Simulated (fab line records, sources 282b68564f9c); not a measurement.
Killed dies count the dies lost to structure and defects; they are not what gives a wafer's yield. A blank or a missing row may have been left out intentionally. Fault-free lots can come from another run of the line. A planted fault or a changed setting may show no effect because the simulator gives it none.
Problem report in the 8D (eight disciplines) form, filled by code | flow rit cmos | the parts of the form that need people (team, actions taken, sign-off) are left out

1. WHAT WENT WRONG
On 3 wafers of 1 lot, run length s at RIT_PSD_STRIP_09 has a mean of 117.2 s; fault-free wafers read 208.4 s, standard deviation 0.6. That is -99 or more standard deviations from the usual mean.
The step: strips in O2, time 180 s.
First seen on wafer L544.1, day 3 15:34, on plasma asher-01. At this step, 39 wafers from 13 lots have a number in the record. The rule behind "out" and "out of limits": a value lying over 4 standard deviations away from the usual mean. Any other wafer with a number is counted as sound.

2. WHAT THIS IS AND IS NOT
question                    | is                     | is not
which readings at this step | run length s           | drypump motor current A
which lots                  | L544                   | L541, L542, L543, L546, L550, L554, L557, L558, L560, L561, L562, L564
which wafers of those lots  | all that have a number | -
read on which tools         | plasma asher-01        | plasma asher-02, plasma asher-04
when                        | from day 3 15:34       | up to then (9 sound wafers); but 27 sound wafers of L546, L550, L554, L557, L558, L560, L561, L562, L564 came after

3. THE SUSPECTS, EACH WITH WHAT RULES IT OUT
Counting: any tool at a process step up to the reading is kept as a suspect provided that every lot that is out went through it and no sound lot did after the first of them.
- plasma asher-01 at RIT_PSD_STRIP_09 (strips in O2, time 180 s): ruled out as a lasting fault. After its first lot that is out, L544 (day 3 15:34), sound lots L557, L558, L561 ran on it.
Left after counting: nothing in the record.

4. THE CAUSE (what the simulator had put in)
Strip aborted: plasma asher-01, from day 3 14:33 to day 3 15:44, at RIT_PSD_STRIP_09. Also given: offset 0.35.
Counting ruled it out, wrongly.

5. THE EFFECT CHAIN, in route order
Each row: a reading whose mean over the struck wafers that have a number lies more than 3 standard deviations from the usual. Readings are gone through only where the record gives a usual standard deviation; hours: the median, over the lots, of the time from a lot's start at the first step in this table giving one to that lot's start at this step; sigmas: the change measured in usual standard deviations.
hours | step             | reading      | usual   | on struck wafers | change | sigmas
0     | RIT_PSD_STRIP_09 | run length s | 208.4 s | 117.2            | -91.2  | -99 or more
It contains these process steps:
- RIT_PSD_STRIP_09: strips in O2, time 180 s.

6. HOW IT WOULD HAVE BEEN CAUGHT EARLIER
In this record the first reading out of limits was taken at day 3 15:34, 1 hour after the fault began at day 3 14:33.
